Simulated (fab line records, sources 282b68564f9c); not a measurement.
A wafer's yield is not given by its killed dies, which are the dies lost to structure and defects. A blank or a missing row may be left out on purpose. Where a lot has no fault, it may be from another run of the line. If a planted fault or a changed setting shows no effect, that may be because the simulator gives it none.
The tool behind it: which one?	flow rit cmos	6 lots with 18 wafers sampled at 2 steps, on a route of 202 steps

## WHAT EACH GAUGE READ, for each wafer
RIT_ACTIVE_CD_MEAS_11: target cd 1400 nm.
lot	measured	on	cd nm (nm)
L874	day 1 19:35	cd sem-01	1399.5 1400.6 1402.0
L876	day 2 05:58	cd sem-01	1404.4 1406.1 1405.3
L878	day 2 15:44	cd sem-01	1401.1 1401.6 1400.7
L882	day 3 12:37	cd sem-02	1397.9 1394.2 1396.8
L885	day 4 02:59	cd sem-01	1400.1 1401.8 1400.5
L891	day 5 08:26	cd sem-01	1400.9 1402.9 1400.7

## WHICH TOOL RAN EACH LOT (tool, then ch and the chambers of the sampled wafers, then the start)
lot	RIT_ACTIVE_EXPOSE_08
L874	iline stepper-02 ch 0, day 1 19:11
L876	iline stepper-01 ch 0, day 2 05:34
L878	iline stepper-02 ch 0, day 2 15:20
L882	iline stepper-02 ch 0, day 3 12:13
L885	iline stepper-02 ch 0, day 4 02:35
L891	iline stepper-01 ch 0, day 5 08:02
- RIT_ACTIVE_EXPOSE_08: exposes mask M1, target cd 1400 nm.

## THE ANSWER, worked out from the rows above alone
Rule: what is usual is taken from the lots themselves. Put in order of their means at a reading, lots are off if they are a third of the lots or fewer, leave a main group of 4 or more, and stand apart from it by a gap of 3 or more times the standard deviation of the main group's means; of several such gaps the widest counts. If all means in a main group match to the digits the tables above print for the reading, that group is not used. A lot without any number at a reading at which 4 lots or more have one is off too. The other lots that the step has rows for count as sound.
Nothing can be told from this: no lot is off at any reading shown.

## WHAT WAS PUT IN BY THE SIMULATOR
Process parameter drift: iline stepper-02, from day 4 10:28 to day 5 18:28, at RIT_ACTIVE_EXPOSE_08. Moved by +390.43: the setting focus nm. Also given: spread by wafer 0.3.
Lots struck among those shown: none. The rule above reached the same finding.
